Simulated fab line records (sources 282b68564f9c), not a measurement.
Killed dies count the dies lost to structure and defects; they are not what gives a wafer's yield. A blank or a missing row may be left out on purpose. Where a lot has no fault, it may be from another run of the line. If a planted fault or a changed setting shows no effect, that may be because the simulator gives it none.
Which tool is to blame?	flow rit-cmos	14 lots, 42 wafers sampled, at 2 steps of a route of 202

== WHAT THE GAUGES SHOWED, per wafer ==
The record holds no reading of a measuring or inspecting step that can be judged against a usual standard deviation.

== EACH LOT AND THE TOOL THAT RAN IT (in order: tool; ch and the chambers of the sampled wafers; start) ==
lot	RIT_NWELL_COAT_01	RIT_M1_PROBE_99
L253	litho-track-04 ch 0, day 1 19:35	-
L254	litho-track-04 ch 0, day 2 00:34	-
L256	litho-track-03 ch 0, day 2 12:11	-
L257	litho-track-01 ch 0, day 2 16:03	-
L258	litho-track-03 ch 0, day 2 20:31	-
L259	litho-track-04 ch 0, day 3 01:33	-
L260	litho-track-04 ch 0, day 3 07:52	-
L261	litho-track-04 ch 0, day 3 12:34	-
L262	litho-track-01 ch 0, day 3 18:23	-
L264	litho-track-01 ch 0, day 4 02:45	-
L265	litho-track-01 ch 0, day 4 08:47	-
L266	litho-track-04 ch 0, day 4 13:13	-
L268	litho-track-01 ch 0, day 4 22:34	prober-02, day 6 15:38
L274	litho-track-04 ch 0, day 6 06:03	-
- RIT_NWELL_COAT_01: resist thk 1300 nm.
- RIT_M1_PROBE_99

== AS READ BY THE TOOLS THEMSELVES (means over the sampled wafers that have a number; for cases with no such wafer, the mark the record gives instead) ==
RIT_NWELL_COAT_01. Usual: 1999.7 rpm for spin-speed-rpm, sd 1.3.
lot	tool	spin-speed-rpm (rpm)	flag
L253	litho-track-04	2001.0	
L254	litho-track-04	1999.6	
L256	litho-track-03	2000.0	
L257	litho-track-01	1999.7	
L258	litho-track-03	1999.6	
L259	litho-track-04	1999.0	
L260	litho-track-04	1999.8	
L261	litho-track-04	1999.5	
L262	litho-track-01	1998.5	
L264	litho-track-01	1999.4	
L265	litho-track-01	1861.3	OFF
L266	litho-track-04	1998.2	
L268	litho-track-01	1861.0	OFF
L274	litho-track-04	1998.0	

RIT_M1_PROBE_99. Usual: killed-at-contacts 0.1, standard deviation 0.31; killed-at-front-end 6.3, standard deviation 3; killed-dies 6.4, standard deviation 3; killed-open 3, standard deviation 1.9; killed-short 3.4, standard deviation 1.9.
lot	tool	killed-at-contacts	killed-at-front-end	killed-dies	killed-open	killed-short	flag
L268	prober-02	0.0	5.7	5.7	2	3.7	

== THE ANSWER, worked out from the rows above alone ==
Rule: a lot is off if the mean of its wafers that have a number lies more than 3 standard deviations from the usual mean. Also off: a lot with no number at a reading for which 4 or more lots have one. All remaining lots with rows at the step are treated as sound. First the gauges in route order, then the tools' own readings, where a lot's mean is used as printed above. At the first step where some lot is off, the reading lying furthest off is the one used; lots without a number count as furthest.
Off, at RIT_NWELL_COAT_01 on spin-speed-rpm: L265, L268.
If a tool, at that step or one of the process steps before it, ran each lot that is off and ran no sound lot following the first of them, it fits. One fits: RIT_NWELL_COAT_01 on litho-track-01. A fault onset in the window from L264 (day 4 02:45, its last sound lot) to L265 (day 4 08:47, its first lot off) fits.
On the lots that are off, the tool's own readings at RIT_NWELL_COAT_01 differ by more than 5 times the standard deviation of the sound lots' means, which bears it out; spin-speed-rpm reads 1861.2 rpm there versus 1999.4 rpm on the sound lots.

== WHAT THE SIMULATOR HAD PUT IN ==
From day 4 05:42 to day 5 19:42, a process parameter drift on litho-track-01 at RIT_NWELL_COAT_01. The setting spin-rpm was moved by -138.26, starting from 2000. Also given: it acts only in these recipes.
Shown lots that were struck: L265, L268. The rule above reached the same finding.
